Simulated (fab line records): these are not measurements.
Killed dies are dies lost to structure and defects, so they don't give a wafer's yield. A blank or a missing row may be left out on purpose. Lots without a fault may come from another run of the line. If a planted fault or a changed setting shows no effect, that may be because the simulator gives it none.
One fault through the eyes of 2 desks + flow berkeleyCmos170 + what lay behind the numbers comes last; until then each desk has only its own

## TOOL OWNER'S DESK, implanter-01
For each lot that ran on this tool, the mean over its sampled wafers that have a number, from the tool's own readings at UCB170_PVT_IMPLANT_07. The brackets show how far a lot's mean lies from the usual mean; more than 4 standard deviations puts the lot out of limits, marked OUT.
Columns: A = beamEnergyKeV at UCB170_PVT_IMPLANT_07, usual 30.002; B = beamOnS at UCB170_PVT_IMPLANT_07, usual 10.00 s; C = faradayCurrentUA at UCB170_PVT_IMPLANT_07, usual 6.34
| lot  | first seen here | A      | B              | C              |
|------|-----------------|--------|----------------|----------------|
| L701 | day 6 19:09     | 30.012 | 10.05          | 6.30           |
| L706 | day 7 21:35     | 30.013 | 10.05          | 6.31           |
| L707 | day 8 07:38     | 30.002 | 9.88           | 6.41           |
| L710 | day 8 23:50     | 29.995 | 9.90           | 6.39           |
| L720 | day 11 07:56    | 30.010 | 7.85 (-12) OUT | 8.09 (+15) OUT |
| L723 | day 12 15:25    | 30.000 | 7.73 (-13) OUT | 8.22 (+16) OUT |
Finding of this desk: L720, L723 out of limits; the first was L720 at day 11 07:56, on beamOnS at UCB170_PVT_IMPLANT_07. In limits: L701, L706, L707, L710.

## FROM THE METROLOGY DESK
What the gauges read, lot by lot, whatever tool the lot ran on: means of the sampled wafers that have a number. The brackets show how far a lot's mean lies from the usual mean; more than 4 standard deviations puts the lot out of limits, marked OUT.
Columns: A = FIELD_OXIDE_LEFT_1_THK at UCB170_FIELD_THK_MEAS_90, usual 440 nm; B = SACOX_OXIDE_THK at UCB170_SACOX_THK_MEAS_02, usual 13.25 nm; C = PVT_TW at UCB170_PVT_TW_MEAS_09, usual 512
| lot  | first seen here | A   | B     | C              |
|------|-----------------|-----|-------|----------------|
| L700 | day 5 21:57     | 444 | 12.82 | 510            |
| L701 | day 5 21:58     | 438 | 12.84 | 511            |
| L703 | day 6 07:10     | 424 | 13.50 | 512            |
| L706 | day 6 20:48     | 447 | 13.29 | 508            |
| L707 | day 7 05:33     | 444 | 13.09 | 509            |
| L708 | day 7 14:46     | 452 | 13.32 | 509            |
| L710 | day 8 01:06     | 447 | 13.48 | 518            |
| L711 | day 8 01:06     | 440 | 13.21 | 513            |
| L712 | day 8 07:56     | 434 | 13.19 | 511            |
| L714 | day 8 15:35     | 421 | 13.31 | 508            |
| L716 | day 9 09:07     | 440 | 13.07 | 521            |
| L722 | day 10 06:13    | 453 | 13.16 | 513            |
| L720 | day 10 06:16    | 420 | 13.03 | 474 (-9.8) OUT |
| L723 | day 11 07:03    | 430 | 13.50 | 470 (-11) OUT  |
Per this desk, out of limits: L720, L723; the first was L720, day 11 08:11 (PVT_TW at UCB170_PVT_TW_MEAS_09). In limits: L700, L701, L703, L706, L707, L708, L710, L711, L712, L714, L716, L722.

## PUT TOGETHER
The tool owner's desk could have raised an alarm at day 11 07:56, on L720, L723.
L720, L723 would have let the metrology desk raise an alarm at day 11 08:11.
On implanter-01, each named lot ran UCB170_PVT_IMPLANT_07.

## WHAT WAS PUT IN BY THE SIMULATOR
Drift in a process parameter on implanter-01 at UCB170_PVT_IMPLANT_07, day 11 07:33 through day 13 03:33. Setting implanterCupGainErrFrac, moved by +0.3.
Struck lots among those shown: L720, L723.
Delay (hours) between the fault's onset and each desk's first out-of-limits reading: 0 at the tool owner's desk, 1 at the metrology desk.
